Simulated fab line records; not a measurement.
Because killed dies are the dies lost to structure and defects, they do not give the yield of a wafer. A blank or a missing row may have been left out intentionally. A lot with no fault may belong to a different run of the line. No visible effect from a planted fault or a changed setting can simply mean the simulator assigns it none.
Split-lot trial	flow rit cmos	23 wafers read from 5 lots, route of 202 steps

## SPLIT DETAILS
At RIT_GATE_OXIDATION_05 (target thk 3 nm, ox time 270 s), the setting temp c was moved away from the recipe's 900 C on 20 of the 23 wafers read, by -2.2% to +2.9%. This setting was run at the recipe's value on the other wafers.

## SPLIT TO READING: what lies between them in the file, 1 step
- RIT_GATE_ANNEAL_06: time 600 s

## THE READING
GATE_OXIDE_THK in nanometres, read at RIT_GATE_THK_MEAS_07. On this fab line, fault-free wafers typically give 3.02 nm with a standard deviation of 0.065 nm.

wafer	tool, chamber at the split	temp c as run, C	against the recipe	GATE_OXIDE_THK, nm	against lot-mates on the recipe
L074.2	-, -	912.2	+1.4%	3.48	no lot-mate on the recipe
L074.3	-, -	912.2	+1.4%	3.43	no lot-mate on the recipe
L074.4	-, -	912.2	+1.4%	3.35	no lot-mate on the recipe
L074.5	-, -	912.2	+1.4%	3.46	no lot-mate on the recipe
L074.6	-, -	912.2	+1.4%	3.33	no lot-mate on the recipe
L076.2	-, -	926	+2.9%	3.99	no lot-mate on the recipe
L076.3	-, -	926	+2.9%	3.97	no lot-mate on the recipe
L076.4	-, -	926	+2.9%	4.07	no lot-mate on the recipe
L076.5	-, -	926	+2.9%	4.03	no lot-mate on the recipe
L076.6	-, -	926	+2.9%	4.09	no lot-mate on the recipe
L081.1	-, -	879.8	-2.2%	2.46	no lot-mate on the recipe
L081.2	-, -	879.8	-2.2%	2.43	no lot-mate on the recipe
L081.3	-, -	879.8	-2.2%	2.49	no lot-mate on the recipe
L081.4	-, -	879.8	-2.2%	2.38	no lot-mate on the recipe
L081.5	-, -	879.8	-2.2%	2.31	no lot-mate on the recipe
L083.1	furnace-03, 0	900	recipe	3.18	-
L083.2	furnace-03, 0	900	recipe	3.12	-
L083.5	furnace-03, 0	900	recipe	3.15	-
L085.2	-, -	908	+0.9%	3.28	no lot-mate on the recipe
L085.3	-, -	908	+0.9%	3.32	no lot-mate on the recipe
L085.4	-, -	908	+0.9%	3.25	no lot-mate on the recipe
L085.5	-, -	908	+0.9%	3.30	no lot-mate on the recipe
L085.6	-, -	908	+0.9%	3.26	no lot-mate on the recipe

THE FIT
A straight line over all 23 wafers: GATE_OXIDE_THK changes by +0.305 nm for each +1% of temp c; r = +0.99; the points scatter about the line by 0.085 nm.
Too few moved wafers with a lot-mate on the recipe to fit a line net of each lot's own level.

## THE WHOLE CHAIN: every reading that the file lists as answering this split, in the file's order
step	what it does	reading	change (the file's fit)	r (the file's)
RIT_GATE_OXIDATION_05	target thk 3 nm, ox time 270 s	SiO2_of_GATE_OXIDATION_05.thk nm (the simulator's own value, which no gauge read)	+0.308 nm for each +1% of the setting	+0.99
RIT_GATE_THK_MEAS_07		GATE_OXIDE_THK	+0.304 for each +1% of the setting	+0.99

## FILE'S OWN FIT
GATE_OXIDE_THK changes by +0.304 nm for each +1% of temp c, r = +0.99.
